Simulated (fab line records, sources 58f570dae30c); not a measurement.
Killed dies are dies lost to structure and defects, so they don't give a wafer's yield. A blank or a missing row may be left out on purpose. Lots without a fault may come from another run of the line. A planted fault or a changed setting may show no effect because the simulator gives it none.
One fault seen from 2 desks | flow berkeley_cmos170 | each desk has only its own numbers; what lay behind them comes last

THE METROLOGY DESK
What the gauges read, lot by lot, whatever tool the lot ran on: means of the sampled wafers that have a number. A lot is out of limits, marked OUT, if its mean lies more than 4 standard deviations from the usual mean; the brackets give that distance.
Columns: A = NSD_TW at UCB170_NSD_TW_MEAS_10, usual 4219; B = CONTACT_OVL at UCB170_CONTACT_OVL_MEAS_16, usual 1 nm
lot  | first seen here | A    | B
L699 | day 9 05:19     | 4174 | -3
L702 | day 9 14:58     | 4278 | 3
L701 | day 9 15:13     | 4220 | 1
L703 | day 9 15:26     | 4230 | -3
L705 | day 10 08:23    | 4247 | 4
L707 | day 10 09:06    | 4248 | -4
L704 | day 10 09:22    | 4264 | 2
L708 | day 10 09:38    | 4177 | 1
L706 | day 10 09:42    | 4248 | -3
L710 | day 10 23:32    | 4258 | -3
L711 | day 11 12:28    | 4174 | 1
L717 | day 11 23:28    | 4166 | 7
L719 | day 12 13:50    | 4229 | -1
This desk's finding: nothing out of limits on any of the 13 lots.

THE TOOL OWNER'S DESK: wet_bench-03
The tool's own readings at UCB170_M2_STRIP_08 (strips KrF in DMSO, time 600 s): means of the sampled wafers that have a number, for each lot that ran on this tool. A lot is out of limits, marked OUT, if its mean lies more than 4 standard deviations from the usual mean; the brackets give that distance.
Columns: A = bath_heat_duty_pct at UCB170_M2_STRIP_08, usual 18.1 %
lot  | first seen here | A
L699 | day 9 19:32     | 20.1
L702 | day 10 11:14    | 20.0
L706 | day 11 03:59    | 19.0
L708 | day 11 04:19    | 17.8
L704 | day 11 05:05    | 17.9
L710 | day 12 00:32    | 19.3
This desk's finding: nothing out of limits on any of the 6 lots.

PUT TOGETHER
The metrology desk saw nothing out of limits.
The tool owner's desk saw nothing out of limits.

WHAT THE SIMULATOR HAD PUT IN
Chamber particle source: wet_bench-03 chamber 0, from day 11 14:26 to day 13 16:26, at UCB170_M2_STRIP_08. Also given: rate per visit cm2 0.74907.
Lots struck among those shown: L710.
